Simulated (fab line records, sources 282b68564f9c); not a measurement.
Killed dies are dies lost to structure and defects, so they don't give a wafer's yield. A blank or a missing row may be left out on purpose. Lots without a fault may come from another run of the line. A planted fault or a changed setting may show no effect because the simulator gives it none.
A struck lot beside a sound one | flow rit_cmos | 28 steps out of a route of 202
Sound: wafers L317.1, L317.3, L317.4. Struck: wafers L313.4, L313.5, L313.6. The cause comes at the end.
At each step with rows: each side's tool, then ch and its chambers, then its first start. Under that, the readings that differ: sound wafers | struck wafers | difference of the means | sigmas: that difference in standard deviations of wafers without a fault.
alike: readings whose means differ by less than 2 such deviations, and words and numbers that are the same on both sides. not compared: withheld readings, readings that some wafer has no value for, bounds like >300 that may hide the same value, and numbers for which the record gives no deviation and whose values overlap.
The two part at a step that has a row with sigmas, a row that says differs or no value, or rows on one side only. Numbers that don't overlap but have no deviation are shown without sigmas and don't part them. A reading that every wafer of one side lacks parts them only if that side has two wafers or more.

RIT_ACTIVE_BOW_MEAS_00:
  sound on film_metro-02, day 5 04:00; struck on film_metro-02, day 4 08:04
  alike: INCOMING_BOW
RIT_ACTIVE_OXIDATION_01: target thk 46.8 nm, ox time 3360 s.
  sound on furnace-04 ch 0, day 5 04:21; struck on furnace-01 ch 0, day 4 09:08
  reading                                       | sound             | struck            | difference | sigmas
  model.SiO2_of_ACTIVE_OXIDATION_01.thk_nm (nm) | 45.05 45.02 45.19 | 61.41 61.81 62.02 | +16.66     |
  alike: zone_power_centre_pct, zone_power_source_pct
RIT_ACTIVE_THK_MEAS_02:
  sound on film_metro-03, day 5 06:17; struck on film_metro-03, day 4 11:05
  reading               | sound          | struck         | difference | sigmas
  ACTIVE_OXIDE_THK (nm) | 45.1 45.0 45.2 | 61.3 61.8 62.0 | +16.6      | +21
then, 1 step without rows for these wafers: RIT_ACTIVE_CVD_03 (deposits Si3N4 from SiH2Cl2/NH3, target thk 150 nm, time 1500 s).
RIT_ACTIVE_THK_MEAS_04:
  sound on film_metro-02, day 5 07:46; struck on film_metro-02, day 4 12:34
  alike: ACTIVE_NITRIDE_THK
then, 6 steps without rows for these wafers: RIT_ACTIVE_HMDS_05 (prime time 60 s); RIT_ACTIVE_COAT_06 (resist thk 1000 nm); RIT_ACTIVE_SOFTBAKE_07 (time 60 s); RIT_ACTIVE_EXPOSE_08 (exposes mask M1, target cd 1400 nm); RIT_ACTIVE_PEB_09; RIT_ACTIVE_DEVELOP_10 (develop time 50 s).
RIT_ACTIVE_CD_MEAS_11: target cd 1400 nm.
  sound on cd_sem-01, day 5 08:40; struck on cd_sem-01, day 4 13:31
  alike: cd_nm
then, 1 step without rows for these wafers: RIT_ACTIVE_HARDBAKE_12 (time 60 s).
RIT_ACTIVE_ETCH_13: etches Si3N4 in SF6, stops on SiO2, time 210 s, target depth 210 nm.
  sound on rie_diel-01 ch 0,1,2, day 5 08:56; struck on rie_diel-01 ch 1,2,3, day 4 13:47
  reading                | sound   | struck | difference                    | sigmas
  rf_hours_counter_h (h) | 99 0 55 | - - -  | no value on the struck wafers |
  alike: drypump_motor_current_A, oes_product_au, throttle_valve_pct
RIT_ACTIVE_STRIP_14: strips in O2, time 180 s.
  sound on plasma_asher-03 ch 0,1, day 5 09:04; struck on plasma_asher-03 ch 0,1, day 4 13:55
  alike: drypump_motor_current_A
  not compared: rf_hours_counter_h
RIT_ACTIVE_CD_MEAS_90: target cd 1400 nm.
  sound on cd_sem-01, day 5 09:15; struck on cd_sem-02, day 4 14:05
  alike: cd_nm
then, 4 steps without rows for these wafers: RIT_ACTIVE_CLEAN_15 (cleans in SC1, time 600 s); RIT_ACTIVE_CLEAN_16 (cleans in dHF, time 30 s); RIT_ACTIVE_CLEAN_17 (cleans in SC2, time 600 s); RIT_FOX1_OXIDATION_00 (target thk 350.7 nm, ox time 1130 s).
RIT_FOX1_THK_MEAS_01:
  sound on film_metro-03, day 5 12:05; struck on film_metro-04, day 4 16:24
  alike: FOX1_OXIDE_THK
then, 2 steps without rows for these wafers: RIT_FOX1_WET_ETCH_02 (etches SiO2 in BOE, target depth 350 nm, time 390 s); RIT_FOX2_OXIDATION_00 (target thk 350.7 nm, ox time 1130 s).
RIT_FOX2_THK_MEAS_01:
  sound on film_metro-01, day 5 14:01; struck on film_metro-04, day 4 18:18
  alike: FOX2_OXIDE_THK
then, 1 step without rows for these wafers: RIT_FOX2_CLEAN_02 (cleans in dHF, time 180 s).
RIT_FOX2_WET_ETCH_03: etches Si3N4 in H3PO4, target depth 195 nm, time 2700 s.
  sound on wet_bench-03 ch 0, day 5 14:08; struck on wet_bench-04 ch 2, day 4 18:23
  reading                                       | sound             | struck            | difference | sigmas
  model.SiO2_of_ACTIVE_OXIDATION_01.thk_nm (nm) | 39.58 40.02 39.05 | 53.94 53.52 54.37 | +14.39     |
RIT_FOX2_THK_MEAS_90:
  sound on film_metro-02, day 5 14:53; struck on film_metro-01, day 4 19:11
  alike: FIELD_OXIDE_LEFT_1_THK
RIT_M1_PROBE_99:
  sound on prober-02, day 7 07:58; struck on prober-02, day 6 12:26
  reading                             | sound             | struck            | difference | sigmas
  model.etest.pldd.width_nm (nm)      | 3228 3216 3240    | 3054 3018 3014    | -199       |
  model.etest.nldd.width_nm (nm)      | 3232 3228 3215    | 3055 3026 3030    | -188       |
  model.etest.pplus_sal.width_nm (nm) | 3491 3471 3490    | 3382 3400 3394    | -92        |
  model.etest.nplus_sal.width_nm (nm) | 3485 3474 3466    | 3403 3394 3374    | -85        |
  model.etest.nmos_0p3.r_on_ohm_um    | 2056 2064 2108    | 2148 2144 2176    | +80        |
  model.etest.nmos_narrow.drive_ua_um | 242.1 240.9 239   | 200.1 195.9 188.1 | -46.0      |
  model.etest.pmos_narrow.drive_ua_um | 112.7 112.8 108.5 | 95.57 94.64 91.84 | -17.32     |
  model.etest.nmos_0p3.drive_ua_um    | 233.8 232.8 232.3 | 222.9 225.5 219   | -10.5      |
  alike: killed_at_contacts, killed_at_front_end, killed_dies, killed_open, killed_short

WHERE THEY PART
First at RIT_ACTIVE_THK_MEAS_02; last, within this record, at RIT_ACTIVE_ETCH_13. Later steps at which nothing parts them and some readings are alike: RIT_ACTIVE_STRIP_14, RIT_ACTIVE_CD_MEAS_90, RIT_FOX1_THK_MEAS_01, RIT_FOX2_THK_MEAS_01, RIT_FOX2_THK_MEAS_90, RIT_M1_PROBE_99.

WHY: what the simulator had put in
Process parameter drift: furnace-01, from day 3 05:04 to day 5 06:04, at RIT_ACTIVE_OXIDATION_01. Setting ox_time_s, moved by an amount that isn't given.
